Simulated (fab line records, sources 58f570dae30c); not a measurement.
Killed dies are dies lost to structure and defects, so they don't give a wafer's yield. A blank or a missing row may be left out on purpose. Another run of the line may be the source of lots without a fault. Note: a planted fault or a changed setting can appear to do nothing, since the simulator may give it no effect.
2 desks, one fault || flow berkeley-cmos170 || each desk holds nothing but its own numbers, with what lay behind them at the end

AT THE METROLOGY DESK
What the gauges read, lot by lot, whatever tool the lot ran on: means of the sampled wafers that have a number. If a lot's mean is further than 4 standard deviations from the usual mean, the lot is out of limits and carries the mark OUT (the distance appears in the brackets).
Columns: A = V1_OVL at UCB170_V1_OVL_MEAS_13, usual -2 nm; B = cd-nm at UCB170_M2_CD_MEAS_90, usual 700.0 nm; C = V2_TEOS_THK at UCB170_V2_THK_MEAS_01, usual 2006 nm
{"lot": "L891", "first seen here": "day 8 14:28", "A": 5, "B": 699.5, "C": 1984}
{"lot": "L890", "first seen here": "day 8 17:02", "A": -6, "B": 699.1, "C": 2013}
{"lot": "L892", "first seen here": "day 9 02:48", "A": 5, "B": 696.0, "C": 2006}
{"lot": "L893", "first seen here": "day 9 03:17", "A": -3, "B": 700.3, "C": 2032}
{"lot": "L895", "first seen here": "day 9 16:51", "A": -1, "B": 698.6, "C": 2010}
{"lot": "L898", "first seen here": "day 10 00:46", "A": 3, "B": 700.3, "C": 2026}
{"lot": "L896", "first seen here": "day 10 00:48", "A": 1, "B": 698.1, "C": 2015}
{"lot": "L902", "first seen here": "day 11 03:46", "A": -2, "B": 700.5, "C": 1971}
{"lot": "L903", "first seen here": "day 11 05:26", "A": -4, "B": "719.9 (+6.9) OUT", "C": "-"}
{"lot": "L905", "first seen here": "day 11 10:21", "A": -10, "B": "722.3 (+7.7) OUT", "C": "-"}
{"lot": "L908", "first seen here": "day 11 15:35", "A": 2, "B": 699.6, "C": 2022}
{"lot": "L907", "first seen here": "day 11 17:21", "A": -3, "B": "719.0 (+6.6) OUT", "C": "-"}
{"lot": "L909", "first seen here": "day 12 01:10", "A": -3, "B": 698.8, "C": 2014}
{"lot": "L910", "first seen here": "day 12 12:34", "A": 2, "B": 705.4, "C": 2007}
{"lot": "L912", "first seen here": "day 12 14:17", "A": -7, "B": 703.1, "C": 2011}
Finding of this desk: L903, L905, L907 out of limits; the first was L903 at day 11 08:26, on cd-nm at UCB170_M2_CD_MEAS_90. In limits: L891, L890, L892, L893, L895, L898, L896, L902, L908, L909, L910, L912.

TOOL OWNER'S DESK, rie-metal-01
The tool's own readings at UCB170_M2_METAL_ETCH_18 (etches Al in Cl2/BCl3, stops on SiO2, target depth 1170 nm, time 195 s): means of the sampled wafers that have a number, for each lot that ran on this tool. If a lot's mean is further than 4 standard deviations from the usual mean, the lot is out of limits and carries the mark OUT (the distance appears in the brackets).
Columns: A = bias-w at UCB170_M2_METAL_ETCH_18, usual 120.0 W; B = drypump-motor-current-A at UCB170_M2_METAL_ETCH_18, usual 5.6 A; C = oes-product-au at UCB170_M2_METAL_ETCH_18, usual 0.862 a.u.; D = rf-fwd-power-W at UCB170_M2_METAL_ETCH_18, usual 597.9 W; E = throttle-valve-pct at UCB170_M2_METAL_ETCH_18, usual 24.24 %
{"lot": "L891", "first seen here": "day 8 17:22", "A": 120.0, "B": 5.9, "C": 0.867, "D": 595.4, "E": 24.47}
{"lot": "L892", "first seen here": "day 9 06:13", "A": 120.0, "B": 5.9, "C": 0.869, "D": 597.3, "E": 24.47}
{"lot": "L895", "first seen here": "day 9 20:13", "A": 120.0, "B": 5.6, "C": 0.888, "D": 598.3, "E": 24.67}
{"lot": "L896", "first seen here": "day 10 04:00", "A": 120.0, "B": 6.1, "C": 0.866, "D": 596.7, "E": 24.28}
{"lot": "L903", "first seen here": "day 11 08:07", "A": 120.3, "B": 6.1, "C": "0.799 (-4.9) OUT", "D": "358.0 (-99 or more) OUT", "E": 24.31}
{"lot": "L905", "first seen here": "day 11 14:06", "A": 119.9, "B": 5.9, "C": "0.792 (-5.4) OUT", "D": "355.8 (-99 or more) OUT", "E": 24.50}
{"lot": "L907", "first seen here": "day 11 21:06", "A": 120.1, "B": 5.9, "C": "0.799 (-4.8) OUT", "D": "356.8 (-99 or more) OUT", "E": 24.50}
Finding of this desk: L903, L905, L907 out of limits; the first was L903 at day 11 08:07, on oes-product-au at UCB170_M2_METAL_ETCH_18. In limits: L891, L892, L895, L896.

BROUGHT TOGETHER
At day 11 08:07, on L903, L905, L907, the tool owner's desk was in a position to raise an alarm.
Metrology desk: alarm possible at day 11 08:26 on L903, L905, L907.
On rie-metal-01, each named lot ran UCB170_M2_METAL_ETCH_18.

WHAT THE SIMULATOR HAD PUT IN
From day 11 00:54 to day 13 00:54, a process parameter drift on rie-metal-01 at UCB170_M2_METAL_ETCH_18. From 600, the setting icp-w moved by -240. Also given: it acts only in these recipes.
Shown lots that were struck: L903, L905, L907.
Fault start to first reading out of limits, in hours, per desk: tool owner, 7; metrology, 8.
